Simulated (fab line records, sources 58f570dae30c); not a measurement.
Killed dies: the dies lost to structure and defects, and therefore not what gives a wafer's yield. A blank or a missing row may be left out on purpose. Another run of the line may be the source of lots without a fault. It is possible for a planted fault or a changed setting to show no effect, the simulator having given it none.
fab line records / flow berkeley_cmos170
[record] lots = 13 wafers = 39 last_day = 14
route steps=331 shown SPACER@171
lots untouched by any fault: they come from a run of this same line in which no faults occurred
start_h: hours from the record's first day to the start of the lot's first wafer shown / wait_h: hours elapsed since this lot's preceding step / " identical to the entry in the row above / L1.1+2: a single row standing in for several wafers / - no value, or no start given / * or withheld: withheld / < > ~ a bound
route shown NAME@n: NAME is a module with steps in the file, n the number in the route of the first one / usual: mean/standard deviation of fault-free wafers / same: alike in all rows / chamber/n: place in a boat / sites: readings site by site / _std_site: standard deviation of those values / _edge_site: outer sites' mean less inner sites' / radius_mm: for every site, how far away it sits from the centre of the wafer / mask NAME#n: copy n / behind: tool/chamber where the wafer was last shaped / hold: why the lot went on hold/how many hours it stayed there/how the hold came to an end / device: names the non-switching transistor (n, p or np) / end of line: at the end of the route, the tests of the same wafers / a step with no rows: only its recipe / killed: at the first sort, the dies lost to defects and structure; wafer yield is something else / map: per-die view of a wafer (x killed, . not killed, _ where there is no die)
set.NAME: the setting the step ran with; set.NAME@STEP: the setting that earlier step ran with / model.NAME: the simulator's own value behind a step, which no gauge read
route steps across a sampled set of lots; one table per step, one row per wafer
services: when a tool's chamber went out of use (start_h, in hours from the record's first day, below 0 if earlier), for how many hours, and the reason
[[steps]]
[step UCB170_SPACER_CVD_00]
[recipe] material = SiO2 target_thk_nm = 376 temp_c = 390 precursor = TEOS/O2 time_s = 47 rf_w = 550 pressure_mtorr = 9000
[usual] heater_power_w = 275/54 pressure_mtorr = 8999/17 rf_fwd_power_W = 545.2/2
lot.wafer=L696.1 tool=pecvd-03 chamber=2 start_h=163.60 wait_h=0.0 heater_power_w=277 pressure_mtorr=8999 rf_fwd_power_W=539.3 since_wet_clean_h=242
lot.wafer=L696.5 tool=pecvd-03 chamber=0 start_h=163.60 wait_h=0.0 heater_power_w=262 pressure_mtorr=8963 rf_fwd_power_W=543.0 since_wet_clean_h=-
lot.wafer=L696.6 tool=pecvd-03 chamber=1 start_h=163.60 wait_h=0.0 heater_power_w=257 pressure_mtorr=8970 rf_fwd_power_W=546.3 since_wet_clean_h=-
lot.wafer=L697.3 tool=pecvd-04 chamber=2 start_h=174.80 wait_h=0.0 heater_power_w=391 pressure_mtorr=9007 rf_fwd_power_W=542.3 since_wet_clean_h=146
lot.wafer=L697.4 tool=pecvd-04 chamber=2 start_h=174.80 wait_h=0.0 heater_power_w=289 pressure_mtorr=9014 rf_fwd_power_W=544.5 since_wet_clean_h=-
lot.wafer=L697.6 tool=pecvd-04 chamber=1 start_h=174.80 wait_h=0.0 heater_power_w=250 pressure_mtorr=9001 rf_fwd_power_W=544.3 since_wet_clean_h=-
lot.wafer=L699.1 tool=pecvd-01 chamber=1 start_h=175.05 wait_h=0.0 heater_power_w=416 pressure_mtorr=8986 rf_fwd_power_W=546.2 since_wet_clean_h=361
lot.wafer=L699.2 tool=pecvd-01 chamber=0 start_h=175.05 wait_h=0.0 heater_power_w=262 pressure_mtorr=8984 rf_fwd_power_W=547.0 since_wet_clean_h=361
lot.wafer=L699.6 tool=pecvd-01 chamber=1 start_h=175.05 wait_h=0.0 heater_power_w=294 pressure_mtorr=8977 rf_fwd_power_W=545.6 since_wet_clean_h=-
lot.wafer=L698.1 tool=pecvd-03 chamber=0 start_h=175.32 wait_h=0.0 heater_power_w=252 pressure_mtorr=9022 rf_fwd_power_W=546.4 since_wet_clean_h=254
lot.wafer=L698.5 tool=pecvd-03 chamber=2 start_h=175.32 wait_h=0.0 heater_power_w=326 pressure_mtorr=8981 rf_fwd_power_W=545.2 since_wet_clean_h=-
lot.wafer=L698.6 tool=pecvd-03 chamber=1 start_h=175.32 wait_h=0.0 heater_power_w=244 pressure_mtorr=9002 rf_fwd_power_W=545.2 since_wet_clean_h=-
lot.wafer=L700.1 tool=pecvd-04 chamber=2 start_h=190.26 wait_h=0.0 heater_power_w=305 pressure_mtorr=8981 rf_fwd_power_W=544.1 since_wet_clean_h=162
lot.wafer=L700.2 tool=pecvd-04 chamber=0 start_h=190.26 wait_h=0.0 heater_power_w=251 pressure_mtorr=8992 rf_fwd_power_W=548.1 since_wet_clean_h=162
lot.wafer=L700.6 tool=pecvd-04 chamber=2 start_h=190.26 wait_h=0.0 heater_power_w=330 pressure_mtorr=8983 rf_fwd_power_W=543.2 since_wet_clean_h=-
lot.wafer=L701.4 tool=pecvd-01 chamber=2 start_h=190.28 wait_h=0.0 heater_power_w=250 pressure_mtorr=8992 rf_fwd_power_W=546.3 since_wet_clean_h=-
lot.wafer=L701.5 tool=pecvd-01 chamber=0 start_h=190.28 wait_h=0.0 heater_power_w=243 pressure_mtorr=8971 rf_fwd_power_W=546.4 since_wet_clean_h=-
lot.wafer=L701.6 tool=pecvd-01 chamber=1 start_h=190.28 wait_h=0.0 heater_power_w=339 pressure_mtorr=8968 rf_fwd_power_W=546.1 since_wet_clean_h=-
lot.wafer=L704.1 tool=pecvd-04 chamber=1 start_h=197.06 wait_h=0.0 heater_power_w=208 pressure_mtorr=8991 rf_fwd_power_W=546.4 since_wet_clean_h=169
lot.wafer=L704.3 tool=pecvd-04 chamber=0 start_h=197.06 wait_h=0.0 heater_power_w=260 pressure_mtorr=9026 rf_fwd_power_W=545.7 since_wet_clean_h=169
lot.wafer=L704.6 tool=pecvd-04 chamber=0 start_h=197.06 wait_h=0.0 heater_power_w=256 pressure_mtorr=8993 rf_fwd_power_W=545.1 since_wet_clean_h=-
lot.wafer=L708.2 tool=pecvd-04 chamber=0 start_h=225.24 wait_h=0.0 heater_power_w=218 pressure_mtorr=9011 rf_fwd_power_W=545.9 since_wet_clean_h=197
lot.wafer=L708.3 tool=pecvd-04 chamber=1 start_h=225.24 wait_h=0.0 heater_power_w=245 pressure_mtorr=9024 rf_fwd_power_W=544.3 since_wet_clean_h=197
lot.wafer=L708.5 tool=pecvd-04 chamber=1 start_h=225.24 wait_h=0.0 heater_power_w=168 pressure_mtorr=8996 rf_fwd_power_W=546.2 since_wet_clean_h=-
lot.wafer=L709.2 tool=pecvd-03 chamber=0 start_h=225.34 wait_h=0.0 heater_power_w=283 pressure_mtorr=9012 rf_fwd_power_W=543.1 since_wet_clean_h=304
lot.wafer=L709.3 tool=pecvd-03 chamber=1 start_h=225.34 wait_h=0.0 heater_power_w=235 pressure_mtorr=9042 rf_fwd_power_W=542.6 since_wet_clean_h=304
lot.wafer=L709.6 tool=pecvd-03 chamber=2 start_h=225.34 wait_h=0.0 heater_power_w=302 pressure_mtorr=8985 rf_fwd_power_W=541.6 since_wet_clean_h=-
lot.wafer=L711.3 tool=pecvd-03 chamber=1 start_h=248.64 wait_h=0.0 heater_power_w=262 pressure_mtorr=8961 rf_fwd_power_W=543.0 since_wet_clean_h=-
lot.wafer=L711.5 tool=pecvd-03 chamber=2 start_h=248.64 wait_h=0.0 heater_power_w=226 pressure_mtorr=9015 rf_fwd_power_W=544.6 since_wet_clean_h=-
lot.wafer=L711.6 tool=pecvd-03 chamber=1 start_h=248.64 wait_h=0.0 heater_power_w=271 pressure_mtorr=8996 rf_fwd_power_W=541.8 since_wet_clean_h=-
lot.wafer=L715.2 tool=pecvd-01 chamber=1 start_h=265.41 wait_h=0.0 heater_power_w=329 pressure_mtorr=8987 rf_fwd_power_W=549.7 since_wet_clean_h=9
lot.wafer=L715.4 tool=pecvd-01 chamber=2 start_h=265.41 wait_h=0.0 heater_power_w=301 pressure_mtorr=9010 rf_fwd_power_W=547.5 since_wet_clean_h=-
lot.wafer=L715.5 tool=pecvd-01 chamber=0 start_h=265.41 wait_h=0.0 heater_power_w=272 pressure_mtorr=9014 rf_fwd_power_W=545.0 since_wet_clean_h=-
lot.wafer=L717.1 tool=pecvd-03 chamber=0 start_h=281.45 wait_h=0.0 heater_power_w=293 pressure_mtorr=8963 rf_fwd_power_W=542.2 since_wet_clean_h=360
lot.wafer=L717.3 tool=pecvd-03 chamber=2 start_h=281.45 wait_h=0.0 heater_power_w=301 pressure_mtorr=8987 rf_fwd_power_W=543.8 since_wet_clean_h=360
lot.wafer=L717.5 tool=pecvd-03 chamber=1 start_h=281.45 wait_h=0.0 heater_power_w=200 pressure_mtorr=9031 rf_fwd_power_W=545.2 since_wet_clean_h=-
lot.wafer=L719.1 tool=pecvd-04 chamber=0 start_h=289.89 wait_h=0.0 heater_power_w=234 pressure_mtorr=8998 rf_fwd_power_W=547.6 since_wet_clean_h=261
lot.wafer=L719.3 tool=pecvd-04 chamber=2 start_h=289.89 wait_h=0.0 heater_power_w=327 pressure_mtorr=9015 rf_fwd_power_W=543.3 since_wet_clean_h=261
lot.wafer=L719.5 tool=pecvd-04 chamber=0 start_h=289.89 wait_h=0.0 heater_power_w=253 pressure_mtorr=8976 rf_fwd_power_W=544.4 since_wet_clean_h=-
[step UCB170_SPACER_THK_MEAS_01]
[recipe] reads = SiO2_of_SPACER_CVD_00
[usual] SPACER_TEOS_THK = 376/4.4
lot.wafer=L696.1 tool=film_metro-03 chamber=- start_h=163.64 wait_h=0.0 SPACER_TEOS_THK[nm]=373
lot.wafer=L696.5 tool=film_metro-03 chamber=- start_h=163.64 wait_h=0.0 SPACER_TEOS_THK[nm]=378
lot.wafer=L696.6 tool=film_metro-03 chamber=- start_h=163.64 wait_h=0.0 SPACER_TEOS_THK[nm]=378
lot.wafer=L697.3 tool=film_metro-04 chamber=- start_h=174.87 wait_h=0.0 SPACER_TEOS_THK[nm]=374
lot.wafer=L697.4 tool=film_metro-04 chamber=- start_h=174.87 wait_h=0.0 SPACER_TEOS_THK[nm]=378
lot.wafer=L697.6 tool=film_metro-04 chamber=- start_h=174.87 wait_h=0.0 SPACER_TEOS_THK[nm]=384
lot.wafer=L699.1 tool=film_metro-01 chamber=- start_h=175.09 wait_h=0.0 SPACER_TEOS_THK[nm]=366
lot.wafer=L699.2 tool=film_metro-01 chamber=- start_h=175.09 wait_h=0.0 SPACER_TEOS_THK[nm]=377
lot.wafer=L699.6 tool=film_metro-01 chamber=- start_h=175.09 wait_h=0.0 SPACER_TEOS_THK[nm]=367
lot.wafer=L698.1 tool=film_metro-01 chamber=- start_h=175.36 wait_h=0.0 SPACER_TEOS_THK[nm]=376
lot.wafer=L698.5 tool=film_metro-01 chamber=- start_h=175.36 wait_h=0.0 SPACER_TEOS_THK[nm]=375
lot.wafer=L698.6 tool=film_metro-01 chamber=- start_h=175.36 wait_h=0.0 SPACER_TEOS_THK[nm]=373
lot.wafer=L700.1 tool=film_metro-04 chamber=- start_h=190.30 wait_h=0.0 SPACER_TEOS_THK[nm]=375
lot.wafer=L700.2 tool=film_metro-04 chamber=- start_h=190.30 wait_h=0.0 SPACER_TEOS_THK[nm]=371
lot.wafer=L700.6 tool=film_metro-04 chamber=- start_h=190.30 wait_h=0.0 SPACER_TEOS_THK[nm]=381
lot.wafer=L701.4 tool=film_metro-03 chamber=- start_h=190.33 wait_h=0.0 SPACER_TEOS_THK[nm]=380
lot.wafer=L701.5 tool=film_metro-03 chamber=- start_h=190.33 wait_h=0.0 SPACER_TEOS_THK[nm]=389
lot.wafer=L701.6 tool=film_metro-03 chamber=- start_h=190.33 wait_h=0.0 SPACER_TEOS_THK[nm]=373
lot.wafer=L704.1 tool=film_metro-03 chamber=- start_h=197.10 wait_h=0.0 SPACER_TEOS_THK[nm]=371
lot.wafer=L704.3 tool=film_metro-03 chamber=- start_h=197.10 wait_h=0.0 SPACER_TEOS_THK[nm]=367
lot.wafer=L704.6 tool=film_metro-03 chamber=- start_h=197.10 wait_h=0.0 SPACER_TEOS_THK[nm]=377
lot.wafer=L708.2 tool=film_metro-01 chamber=- start_h=225.29 wait_h=0.0 SPACER_TEOS_THK[nm]=395
lot.wafer=L708.3 tool=film_metro-01 chamber=- start_h=225.29 wait_h=0.0 SPACER_TEOS_THK[nm]=377
lot.wafer=L708.5 tool=film_metro-01 chamber=- start_h=225.29 wait_h=0.0 SPACER_TEOS_THK[nm]=386
lot.wafer=L709.2 tool=film_metro-04 chamber=- start_h=225.39 wait_h=0.0 SPACER_TEOS_THK[nm]=372
lot.wafer=L709.3 tool=film_metro-04 chamber=- start_h=225.39 wait_h=0.0 SPACER_TEOS_THK[nm]=371
lot.wafer=L709.6 tool=film_metro-04 chamber=- start_h=225.39 wait_h=0.0 SPACER_TEOS_THK[nm]=379
lot.wafer=L711.3 tool=film_metro-04 chamber=- start_h=248.71 wait_h=0.0 SPACER_TEOS_THK[nm]=375
lot.wafer=L711.5 tool=film_metro-04 chamber=- start_h=248.71 wait_h=0.0 SPACER_TEOS_THK[nm]=377
lot.wafer=L711.6 tool=film_metro-04 chamber=- start_h=248.71 wait_h=0.0 SPACER_TEOS_THK[nm]=378
lot.wafer=L715.2 tool=film_metro-03 chamber=- start_h=265.47 wait_h=0.0 SPACER_TEOS_THK[nm]=370
lot.wafer=L715.4 tool=film_metro-03 chamber=- start_h=265.47 wait_h=0.0 SPACER_TEOS_THK[nm]=380
lot.wafer=L715.5 tool=film_metro-03 chamber=- start_h=265.47 wait_h=0.0 SPACER_TEOS_THK[nm]=375
lot.wafer=L717.1 tool=film_metro-03 chamber=- start_h=281.49 wait_h=0.0 SPACER_TEOS_THK[nm]=375
lot.wafer=L717.3 tool=film_metro-03 chamber=- start_h=281.49 wait_h=0.0 SPACER_TEOS_THK[nm]=372
lot.wafer=L717.5 tool=film_metro-03 chamber=- start_h=281.49 wait_h=0.0 SPACER_TEOS_THK[nm]=382
lot.wafer=L719.1 tool=film_metro-01 chamber=- start_h=289.93 wait_h=0.0 SPACER_TEOS_THK[nm]=368
lot.wafer=L719.3 tool=film_metro-01 chamber=- start_h=289.93 wait_h=0.0 SPACER_TEOS_THK[nm]=374
lot.wafer=L719.5 tool=film_metro-01 chamber=- start_h=289.93 wait_h=0.0 SPACER_TEOS_THK[nm]=375
[[services]]
tool=pecvd-03 chamber=- start_h=167.18 hours=2.6 kind=repair
tool=pecvd-03 chamber=- start_h=228.62 hours=2.8 kind=pm
tool=pecvd-04 chamber=2 start_h=241.82 hours=6.6 kind=repair
tool=pecvd-01 chamber=- start_h=242.50 hours=14.0 kind=pm
tool=pecvd-01 chamber=0 start_h=242.50 hours=14.0 kind=vent_cycle
tool=pecvd-01 chamber=1 start_h=242.50 hours=14.0 kind=vent_cycle
tool=pecvd-01 chamber=2 start_h=242.50 hours=14.0 kind=vent_cycle
tool=pecvd-03 chamber=0 start_h=245.98 hours=4.8 kind=repair
tool=pecvd-03 chamber=- start_h=256.40 hours=0.6 kind=repair
tool=pecvd-01 chamber=0 start_h=256.50 hours=- kind=clean
tool=pecvd-01 chamber=1 start_h=256.50 hours=- kind=clean
tool=pecvd-01 chamber=2 start_h=256.50 hours=- kind=clean
[[key]]
[first_sign] step = UCB170_SPACER_THK_MEAS_01 reading = SPACER_TEOS_THK direction = up sigmas = 4.3 usual = 376 struck = 395
effect none on later readings
met_at UCB170_SPACER_CVD_00
struck_lots L708
struck_wafers L708.2
tester_left_out L708
onset_between 197.06 225.24
[fault] kind = process_parameter_drift tool = pecvd-04 chamber = 0 onset_h = 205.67 steps = UCB170_SPACER_CVD_00 channel = target_thk_nm offset = 22.274 shape = step end_h = 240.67 acts_in = these_recipes_only stated = 376
// tester_left_out: of these lots the tester's yield and bins aren't shown, on N5 and GAA mostly nor the transistor test; their killed dies are dies lost to structure and defects alone, not to doping, threshold or leakage, so they don't give the yield
